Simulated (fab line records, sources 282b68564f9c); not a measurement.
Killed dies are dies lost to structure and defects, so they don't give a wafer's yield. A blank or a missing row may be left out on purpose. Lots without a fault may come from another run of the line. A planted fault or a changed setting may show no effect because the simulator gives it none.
Problem report in the 8D (eight disciplines) form, filled by code | flow rit_cmos | the parts of the form that need people (team, actions taken, sign-off) are left out

1. THE PROBLEM
PWELL_RS at RIT_WELLDRIVE_RS_MEAS_02 reads a mean of 463.4 ohm/sq on 6 wafers of 2 lots; wafers without a fault read 429.3 ohm/sq with a standard deviation of 1.1. That is +31 standard deviations from the usual mean.
The step: measures by four-point-probe.
First seen on wafer L499.1, day 3 15:54, on film_metro-03. The record holds 42 wafers of 14 lots with a number at this step. Rule for "out", or "out of limits": more than 4 standard deviations from the usual mean. The other wafers with a number count as sound.

2. WHAT IT IS AND WHAT IT IS NOT
question                    | is                     | is not
which readings at this step | PWELL_RS               | -
which lots                  | L499, L501             | L492, L493, L494, L495, L504, L505, L506, L509, L511, L512, L513, L515
which wafers of those lots  | all that have a number | -
read on which gauges        | film_metro-03          | film_metro-01, film_metro-04
when                        | from day 3 15:54       | up to then (12 sound wafers); but 24 sound wafers of L504, L505, L506, L509, L511, L512, L513, L515 came after

3. SUSPECTS, AND WHAT RULES EACH OUT
Counting: a tool at a process step up to the reading stays a suspect if it ran every lot that is out and no sound lot after the first of them.
- the gauge at RIT_WELLDRIVE_RS_MEAS_02: kept. All the wafers that are out were read on film_metro-03, and no step on other tools shows them out.
- implanter-04 at RIT_PWELL_IMPLANT_08: ruled out as a lasting fault. Sound lots L512, L515 ran on it after its first lot that is out, L499 (day 3 10:08).
Left after counting: film_metro-03 at RIT_WELLDRIVE_RS_MEAS_02.

4. THE CAUSE (what the simulator had put in)
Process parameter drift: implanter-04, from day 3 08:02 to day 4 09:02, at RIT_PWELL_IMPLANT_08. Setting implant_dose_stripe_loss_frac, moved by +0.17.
Counting ruled it out, wrongly: the rule takes a fault to strike every lot that its tool runs from its start on, and this one did not.

5. THE CHAIN OF EFFECTS, in route order
Each row: a reading whose mean over the struck wafers that have a number lies more than 3 standard deviations from the usual. Only readings for which the record gives a usual standard deviation are gone through. hours: the time from each lot's start at the first step in this table that gives one to its start at this step, as a median over the lots. sigmas: the change in usual standard deviations.
hours | step                     | reading  | usual        | on struck wafers | change | sigmas
0     | RIT_WELLDRIVE_RS_MEAS_02 | PWELL_RS | 429.3 ohm/sq | 463.4            | +34.1  | +31
Later measuring or inspecting steps at which every struck wafer that the step has a row for has a number for every such reading, and none has moved that far: RIT_NLDD_OVL_MEAS_06, RIT_SDANNEAL_RS_MEAS_06, RIT_CONTACT_THK_MEAS_01.

6. WHAT WOULD HAVE CAUGHT IT SOONER
In this record the first reading out of limits at a measuring or inspecting step was taken at day 3 15:54, 8 hours after the fault began at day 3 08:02.
